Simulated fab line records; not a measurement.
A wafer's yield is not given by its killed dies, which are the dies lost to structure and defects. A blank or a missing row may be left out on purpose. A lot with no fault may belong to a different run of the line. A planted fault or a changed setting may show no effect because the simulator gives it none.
The tool behind it: which one? ; flow ritCmos ; 42 wafers from 14 lots sampled at 5 of the route's 202 steps

== WHAT EACH GAUGE READ, for each wafer ==
RIT_ACTIVE_CD_MEAS_11: the cd target is 1400 nm.
lot;measured;on;cdNm (nm)
L673;day 1 14:35;cdSem-02;1401.2 1400.8 1400.9
L674;day 1 19:48;cdSem-02;1404.5 1402.6 1401.3
L675;day 2 01:25;cdSem-02;1401.4 1402.7 1399.3
L676;day 2 05:35;cdSem-02;1402.1 1402.7 1401.8
L680;day 3 02:16;cdSem-01;1399.7 1399.1 1398.3
L685;day 4 02:35;cdSem-01;1396.1 1395.5 1396.6
L686;day 4 09:14;cdSem-01;1397.4 1397.6 1395.7
L687;day 4 12:26;cdSem-01;1397.4 1397.7 1399.0
L691;day 5 09:40;cdSem-02;1402.2 1403.0 1403.1
L692;day 5 13:37;cdSem-01;1399.6 1402.6 1399.9
L693;day 5 20:08;cdSem-02;1398.8 1396.4 1397.8
L694;day 5 23:28;cdSem-01;1400.7 1398.9 1400.8
L695;day 6 07:01;cdSem-01;1398.3 1396.9 1398.6
L696;day 6 11:10;cdSem-02;1402.4 1401.7 1402.0

RIT_SILICIDE_RS_MEAS_02: measurement is done with a four-point probe.
lot;measured;on;SILICIDE_TI_RS (ohm/sq)
L673;day 3 05:32;filmMetro-04;47.2 48.2 48.4
L674;day 3 12:20;filmMetro-01;47.6 48.2 47.8
L675;day 3 14:56;filmMetro-01;48.1 47.8 48.4
L676;day 3 18:23;filmMetro-02;48.6 48.6 48.1
L680;day 4 16:10;filmMetro-02;65.8 64.5 67.0
L685;day 5 21:10;filmMetro-02;49.4 48.3 48.2
L686;day 5 23:50;filmMetro-01;65.6 66.4 66.0
L687;day 6 01:29;filmMetro-04;48.1 48.4 49.2
L691;day 7 00:00;filmMetro-02;48.0 48.6 48.7
L692;day 7 02:10;filmMetro-01;47.2 47.9 48.4
L693;day 7 12:24;filmMetro-04;47.3 47.6 48.7
L694;day 7 17:20;filmMetro-01;48.9 48.2 48.1
L695;day 7 21:35;filmMetro-01;47.0 48.1 47.8
L696;day 8 01:35;filmMetro-04;48.1 49.1 47.8

RIT_SILICIDE_THK_MEAS_03: measures by xrf.
lot;measured;on;SILICIDE_TI_THK (nm)
L673;day 3 05:38;filmMetro-04;30.1 29.7 29.7
L674;day 3 12:28;filmMetro-01;29.6 29.4 29.5
L675;day 3 15:03;filmMetro-01;29.6 29.5 29.4
L676;day 3 18:31;filmMetro-02;29.4 29.4 29.7
L680;day 4 16:17;filmMetro-02;23.0 23.4 22.6
L685;day 5 21:17;filmMetro-02;28.8 29.5 29.5
L686;day 5 23:56;filmMetro-01;23.0 22.6 22.8
L687;day 6 01:37;filmMetro-04;29.7 29.7 29.2
L691;day 7 00:07;filmMetro-02;29.6 29.3 29.2
L692;day 7 02:16;filmMetro-01;30.1 29.7 29.3
L693;day 7 12:31;filmMetro-04;30.1 29.9 29.5
L694;day 7 17:27;filmMetro-01;29.4 29.5 29.7
L695;day 7 21:42;filmMetro-01;30.3 29.6 29.7
L696;day 8 01:41;filmMetro-04;29.7 29.1 29.9

== EACH LOT AND THE TOOL THAT RAN IT (in order: tool; ch and the chambers of the sampled wafers; start) ==
lot;RIT_PWELL_STRIP_09;RIT_SILICIDE_SPUTTER_01
L673;plasmaAsher-04 ch 0,1, day 2 00:02;pvdSputter-03, day 3 05:20
L674;plasmaAsher-03 ch 0,1, day 2 05:37;pvdSputter-01, day 3 12:11
L675;plasmaAsher-03 ch 0,1, day 2 09:38;pvdSputter-03, day 3 14:47
L676;plasmaAsher-03 ch 0,1, day 2 14:58;pvdSputter-01, day 3 18:14
L680;plasmaAsher-03 ch 0,1, day 3 10:50;pvdSputter-01, day 4 16:01
L685;plasmaAsher-03 ch 0,1, day 4 14:05;pvdSputter-03, day 5 21:00
L686;plasmaAsher-03 ch 0,1, day 4 17:53;pvdSputter-01, day 5 23:40
L687;plasmaAsher-03 ch 0,1, day 4 21:26;pvdSputter-03, day 6 01:20
L691;plasmaAsher-04 ch 0,1, day 5 19:55;pvdSputter-04, day 6 23:51
L692;plasmaAsher-01 ch 0,1, day 5 23:05;pvdSputter-03, day 7 01:58
L693;plasmaAsher-01 ch 0,1, day 6 04:08;pvdSputter-03, day 7 12:14
L694;plasmaAsher-03 ch 0,1, day 6 10:01;pvdSputter-04, day 7 17:11
L695;plasmaAsher-01 ch 0,1, day 6 15:05;pvdSputter-03, day 7 21:25
L696;plasmaAsher-04 ch 1, day 6 20:38;pvdSputter-04, day 8 01:25
- RIT_PWELL_STRIP_09: strips in O2, time 180 s.
- RIT_SILICIDE_SPUTTER_01: material Ti, target thk 30 nm, time 240 s.

== AS READ BY THE TOOLS THEMSELVES (means over the sampled wafers that have a number; for cases with no such wafer, the mark the record gives instead) ==
RIT_PWELL_STRIP_09.
lot;tool;drypumpMotorCurrentA (A)
L673;plasmaAsher-04;6.0
L674;plasmaAsher-03;5.9
L675;plasmaAsher-03;5.9
L676;plasmaAsher-03;5.4
L680;plasmaAsher-03;5.9
L685;plasmaAsher-03;5.4
L686;plasmaAsher-03;5.9
L687;plasmaAsher-03;5.9
L691;plasmaAsher-04;5.9
L692;plasmaAsher-01;5.7
L693;plasmaAsher-01;5.6
L694;plasmaAsher-03;5.9
L695;plasmaAsher-01;6.1
L696;plasmaAsher-04;5.7

RIT_SILICIDE_SPUTTER_01.
lot;tool;throttleValvePct (%)
L673;pvdSputter-03;30.1
L674;pvdSputter-01;29.8
L675;pvdSputter-03;29.9
L676;pvdSputter-01;30.3
L680;pvdSputter-01;29.9
L685;pvdSputter-03;30.5
L686;pvdSputter-01;30.3
L687;pvdSputter-03;29.9
L691;pvdSputter-04;31.2
L692;pvdSputter-03;30.3
L693;pvdSputter-03;30.4
L694;pvdSputter-04;31.5
L695;pvdSputter-03;30.7
L696;pvdSputter-04;30.8

== THE ANSWER, worked out from the rows above alone ==
Rule: the usual values come from the lots themselves. The widest of any qualifying gaps counts: lots, ordered by their means at a reading, are off when they make up no more than a third of the lots, leave a main group of 4 or more, and stand apart from it by 3 or more times the standard deviation of that group's means. The tables above print the reading to a certain number of digits; a main group whose means all agree to those digits is not used. A lot without any number at a reading at which 4 lots or more have one is off too. Any other lot the step has rows for is counted as sound. After the gauges, taken in route order, come the tools' own readings; for these a lot's mean is taken, as printed above. The first step at which some lot is off is used, and at that step the reading that is off furthest; a lot without a number counts as furthest.
Off: L680, L686, seen at RIT_SILICIDE_RS_MEAS_02 (SILICIDE_TI_RS). The main group: mean 48.2 ohm/sq, standard deviation 0.32.
If a tool, at a process step before that reading, ran all the lots that are off and no sound lot after the first of them, it fits. Gauges at RIT_SILICIDE_RS_MEAS_02: tried the same way as those tools. One fits: pvdSputter-01 at RIT_SILICIDE_SPUTTER_01. A fault onset in the window from L676 (day 3 18:14, its last sound lot) to L680 (day 4 16:01, its first lot off) fits.

== WHAT THE SIMULATOR HAD PUT IN ==
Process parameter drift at RIT_SILICIDE_SPUTTER_01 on pvdSputter-01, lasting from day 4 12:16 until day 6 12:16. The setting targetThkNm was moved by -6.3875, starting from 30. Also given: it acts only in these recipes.
Struck lots among those shown: L680, L686. The same result came from the rule above.
